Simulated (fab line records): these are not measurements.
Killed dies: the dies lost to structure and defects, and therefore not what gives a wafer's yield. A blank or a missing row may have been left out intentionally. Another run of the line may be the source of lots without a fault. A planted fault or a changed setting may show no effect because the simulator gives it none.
Which tool is to blame? | flow rit_cmos | 21 wafers from 7 lots sampled at 2 of the route's 202 steps

## WHAT THE GAUGES SHOWED, per wafer
RIT_FOX1_THK_MEAS_01.
lot  | measured    | on            | FOX1_OXIDE_THK (nm)
L553 | day 1 21:56 | film_metro-04 | 351 357 349
L557 | day 2 17:57 | film_metro-04 | 358 357 356
L559 | day 3 03:50 | film_metro-01 | 357 358 352
L561 | day 3 13:51 | film_metro-02 | 345 342 347
L566 | day 4 14:56 | film_metro-02 | 316 316 311
L570 | day 5 11:00 | film_metro-02 | 343 345 339
L573 | day 6 01:49 | film_metro-02 | 354 362 359

## WHICH TOOL RAN EACH LOT (tool, then ch and the chambers of the sampled wafers, then the start)
lot  | RIT_FOX1_OXIDATION_00
L553 | furnace-01 ch 0, day 1 20:38
L557 | furnace-02 ch 0, day 2 16:38
L559 | furnace-01 ch 0, day 3 02:31
L561 | furnace-01 ch 0, day 3 12:31
L566 | furnace-02 ch 0, day 4 13:38
L570 | furnace-03 ch 0, day 5 09:40
L573 | furnace-03 ch 0, day 6 00:30
- RIT_FOX1_OXIDATION_00: target thk 350.7 nm, ox time 1130 s.

## THE ANSWER, worked out from the rows above alone
Rule: what is usual is taken from the lots themselves. Put in order of their means at a reading, lots are off if they are a third of the lots or fewer, leave a main group of 4 or more, and stand apart from it by a gap of 3 or more times the standard deviation of the main group's means; of several such gaps the widest counts. The tables above print the reading to a certain number of digits; a main group whose means all agree to those digits is not used. A lot without any number at a reading at which 4 lots or more have one is off too. The other lots that the step has rows for count as sound.
Off: at RIT_FOX1_THK_MEAS_01 (FOX1_OXIDE_THK), L566. The main group has a mean of 352 nm with a standard deviation of 6.1.
A tool fits if, at a process step before that reading, it ran every lot that is off, and no sound lot after the first of them. Gauges at RIT_FOX1_THK_MEAS_01: tried the same way as those tools. One candidate fits, namely furnace-02 at RIT_FOX1_OXIDATION_00. A fault onset in the window from L557 (day 2 16:38, its last sound lot) to L566 (day 4 13:38, its first lot off) fits.

## WHAT WAS PUT IN BY THE SIMULATOR
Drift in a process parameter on furnace-02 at RIT_FOX1_OXIDATION_00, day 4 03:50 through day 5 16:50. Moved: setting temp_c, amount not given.
Struck lots among those shown: L566. This agrees with what the rule above found.
